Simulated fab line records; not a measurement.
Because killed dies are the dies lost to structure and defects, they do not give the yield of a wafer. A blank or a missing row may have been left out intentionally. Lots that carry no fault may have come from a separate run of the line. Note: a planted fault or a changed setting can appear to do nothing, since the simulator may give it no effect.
The tool behind it: which one?	flow berkeley_cmos170	42 wafers from 14 lots sampled at 6 of the route's 331 steps

## WHAT EACH GAUGE READ, for each wafer
UCB170_ACTIVE_CD_MEAS_13: the cd target is 1200 nm.
lot	measured	on	cd_nm (nm)
L666	day 3 23:52	cd_sem-01	1200.4 1200.9 1200.9
L667	day 4 00:53	cd_sem-01	1199.5 1199.2 1201.1
L668	day 4 06:14	cd_sem-01	1198.2 1197.5 1199.8
L669	day 4 13:22	cd_sem-02	1200.7 1200.5 1201.2
L672	day 5 06:35	cd_sem-02	1200.5 1198.2 1200.5
L675	day 5 11:37	cd_sem-02	1197.8 1198.0 1199.7
L678	day 6 11:13	cd_sem-02	1194.3 1195.4 1194.9
L680	day 6 20:08	cd_sem-01	1193.4 1194.0 1191.9
L682	day 7 08:17	cd_sem-01	1200.0 1198.1 1198.8
L681	day 7 08:39	cd_sem-01	1199.4 1198.2 1199.8
L684	day 7 20:24	cd_sem-02	1199.5 1197.1 1199.4
L685	day 8 03:04	cd_sem-01	1202.0 1201.4 1201.5
L689	day 8 13:31	cd_sem-02	1201.1 1201.6 1201.7
L688	day 8 13:49	cd_sem-02	1200.8 1199.5 1199.8

UCB170_SACOX_THK_MEAS_02.
lot	measured	on	SACOX_OXIDE_THK (nm)
L666	day 4 17:20	film_metro-02	14.61 14.63 14.67
L667	day 4 17:20	film_metro-01	14.59 14.61 14.53
L668	day 4 23:16	film_metro-01	14.13 14.17 14.18
L669	day 5 04:59	film_metro-02	14.53 14.73 14.70
L672	day 6 10:01	film_metro-01	14.88 14.73 14.99
L675	day 6 10:01	film_metro-02	14.80 15.02 14.75
L678	day 7 06:56	film_metro-01	14.10 14.25 14.00
L680	day 7 13:55	film_metro-04	14.09 14.39 14.16
L682	day 8 08:20	film_metro-01	14.18 13.92 14.33
L681	day 8 08:20	film_metro-04	14.05 13.72 14.06
L684	day 8 15:56	film_metro-02	14.47 14.41 14.28
L685	day 9 01:58	film_metro-01	14.25 14.50 14.52
L689	day 9 15:50	film_metro-04	14.67 14.60 14.89
L688	day 9 15:51	film_metro-01	14.76 14.76 14.58

UCB170_PVT_TW_MEAS_09.
lot	measured	on	PVT_TW
L666	day 5 03:36	film_metro-04	503 503 504
L667	day 5 03:53	film_metro-01	508 512 510
L668	day 5 11:07	film_metro-04	505 504 506
L669	day 5 16:09	film_metro-03	503 508 506
L672	day 6 21:09	film_metro-04	504 501 501
L675	day 6 21:42	film_metro-04	503 503 504
L678	day 7 17:16	film_metro-01	508 510 508
L680	day 7 23:47	film_metro-01	510 510 505
L682	day 8 20:23	film_metro-04	503 503 501
L681	day 8 20:08	film_metro-01	505 506 510
L684	day 9 07:12	film_metro-01	508 509 509
L685	day 9 15:55	film_metro-03	511 511 511
L689	day 10 03:40	film_metro-03	509 509 509
L688	day 10 03:07	film_metro-01	507 507 505

UCB170_GATE_THK_MEAS_02.
lot	measured	on	GATE_OXIDE_THK (nm)
L666	day 5 06:49	film_metro-02	6.72 6.72 6.74
L667	day 5 06:46	film_metro-04	6.61 6.53 6.58
L668	day 5 16:54	film_metro-01	6.71 6.63 6.80
L669	day 5 21:17	film_metro-04	6.54 6.59 6.44
L672	day 6 23:56	film_metro-04	6.82 6.64 6.78
L675	day 6 23:56	film_metro-02	6.63 6.64 6.63
L678	day 7 20:47	film_metro-01	6.65 6.68 6.70
L680	day 8 03:20	film_metro-01	6.64 6.59 6.60
L682	day 9 03:47	film_metro-01	6.52 6.52 6.53
L681	day 9 03:47	film_metro-02	6.46 6.51 6.39
L684	day 9 12:29	film_metro-01	6.77 6.70 6.68
L685	day 9 20:23	film_metro-01	6.68 6.67 6.71
L689	day 10 08:25	film_metro-04	6.64 6.60 6.75
L688	day 10 08:26	film_metro-01	6.66 6.74 6.63

## WHAT TOOL EACH LOT RAN ON (gives the tool, then ch and the chambers of the sampled wafers, and finally the start)
lot	UCB170_ACTIVE_COAT_08	UCB170_ACTIVE_STRIP_16
L666	litho_track-04 ch 0, day 3 22:44	plasma_asher-01 ch 0,1, day 4 00:07
L667	litho_track-01 ch 0, day 3 23:07	plasma_asher-01 ch 0,1, day 4 01:07
L668	litho_track-02 ch 0, day 4 05:22	plasma_asher-03 ch 0,1, day 4 06:29
L669	litho_track-04 ch 0, day 4 12:34	plasma_asher-03 ch 0,1, day 4 13:36
L672	litho_track-01 ch 0, day 5 05:19	plasma_asher-02 ch 0,1, day 5 06:50
L675	litho_track-02 ch 0, day 5 10:56	plasma_asher-02 ch 1, day 5 11:53
L678	litho_track-01 ch 0, day 6 10:32	plasma_asher-01 ch 0,1, day 6 11:29
L680	litho_track-01 ch 0, day 6 18:45	plasma_asher-03 ch 0,1, day 6 20:23
L682	litho_track-02 ch 0, day 7 06:53	plasma_asher-02 ch 0,1, day 7 08:33
L681	litho_track-04 ch 0, day 7 07:03	plasma_asher-03 ch 0,1, day 7 08:55
L684	litho_track-02 ch 0, day 7 19:43	plasma_asher-02 ch 0,1, day 7 20:39
L685	litho_track-04 ch 0, day 8 02:12	plasma_asher-03 ch 0,1, day 8 03:19
L689	litho_track-02 ch 0, day 8 12:29	plasma_asher-02 ch 0,1, day 8 13:46
L688	litho_track-04 ch 0, day 8 12:31	plasma_asher-01 ch 0,1, day 8 14:03
- UCB170_ACTIVE_COAT_08: resist thk 900 nm.
- UCB170_ACTIVE_STRIP_16: strips in O2.

## WHAT THE TOOLS THEMSELVES READ (means of the sampled wafers that have a number; where no wafer has one, the mark that the record gives instead)
UCB170_ACTIVE_COAT_08.
lot	tool	spin_speed_rpm (rpm)
L666	litho_track-04	1500.9
L667	litho_track-01	1500.2
L668	litho_track-02	1499.4
L669	litho_track-04	1499.6
L672	litho_track-01	1501.0
L675	litho_track-02	1500.5
L678	litho_track-01	1995.6
L680	litho_track-01	1997.7
L682	litho_track-02	1499.5
L681	litho_track-04	1500.1
L684	litho_track-02	1500.4
L685	litho_track-04	1500.9
L689	litho_track-02	1500.4
L688	litho_track-04	1500.3

UCB170_ACTIVE_STRIP_16.
lot	tool	drypump_motor_current_A (A)	oes_product_au (a.u.)	strip_time_to_endpoint_s (s)
L666	plasma_asher-01	6.3	0.722	18.05
L667	plasma_asher-01	5.9	0.719	18.03
L668	plasma_asher-03	5.9	0.719	18.19
L669	plasma_asher-03	5.8	0.725	18.12
L672	plasma_asher-02	5.7	0.722	18.09
L675	plasma_asher-02	5.9	0.720	18.01
L678	plasma_asher-01	6.2	0.719	15.23
L680	plasma_asher-03	6.0	0.720	15.34
L682	plasma_asher-02	5.8	0.722	18.08
L681	plasma_asher-03	5.7	0.722	18.06
L684	plasma_asher-02	5.7	0.724	18.04
L685	plasma_asher-03	5.8	0.717	18.08
L689	plasma_asher-02	5.7	0.721	18.14
L688	plasma_asher-01	6.2	0.720	18.03

## THE ANSWER, worked out from the rows above alone
Rule: the lots themselves supply what counts as usual. Put in order of their means at a reading, lots are off if they are a third of the lots or fewer, leave a main group of 4 or more, and stand apart from it by a gap of 3 or more times the standard deviation of the main group's means; of several such gaps the widest counts. A main group whose means are all the same, to the digits that the tables above print for the reading, isn't used. A lot without any number at a reading at which 4 lots or more have one is off too. All remaining lots with rows at the step are treated as sound. Order of review: gauges by route order, followed by the tools' own readings, for which a lot's mean as printed above is used. The first step at which some lot is off is used, and at that step the reading that is off furthest; a lot without a number counts as furthest.
Off at UCB170_ACTIVE_CD_MEAS_13 (cd_nm): L678, L680. The main group has a mean of 1199.8 nm with a standard deviation of 1.1.
A tool fits if, at a process step before that reading, it ran every lot that is off, and no sound lot after the first of them. The gauges at UCB170_ACTIVE_CD_MEAS_13 aren't tried: what is off there is off at UCB170_ACTIVE_COAT_08 too, on other tools, and a gauge's error can't cause that. One candidate fits, namely litho_track-01 at UCB170_ACTIVE_COAT_08. A fault onset in the window from L672 (day 5 05:19, its last sound lot) to L678 (day 6 10:32, its first lot off) fits.
On the lots that are off, the tool's own readings at UCB170_ACTIVE_COAT_08 differ by more than 5 times the standard deviation of the sound lots' means, which bears it out; spin_speed_rpm reads 1996.7 rpm there versus 1500.3 rpm on the sound lots.

## WHAT THE SIMULATOR PUT IN
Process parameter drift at UCB170_ACTIVE_COAT_08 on litho_track-01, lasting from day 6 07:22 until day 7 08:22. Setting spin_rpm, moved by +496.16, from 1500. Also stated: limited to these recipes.
Shown lots that were struck: L678, L680. The rule given above showed the same thing.
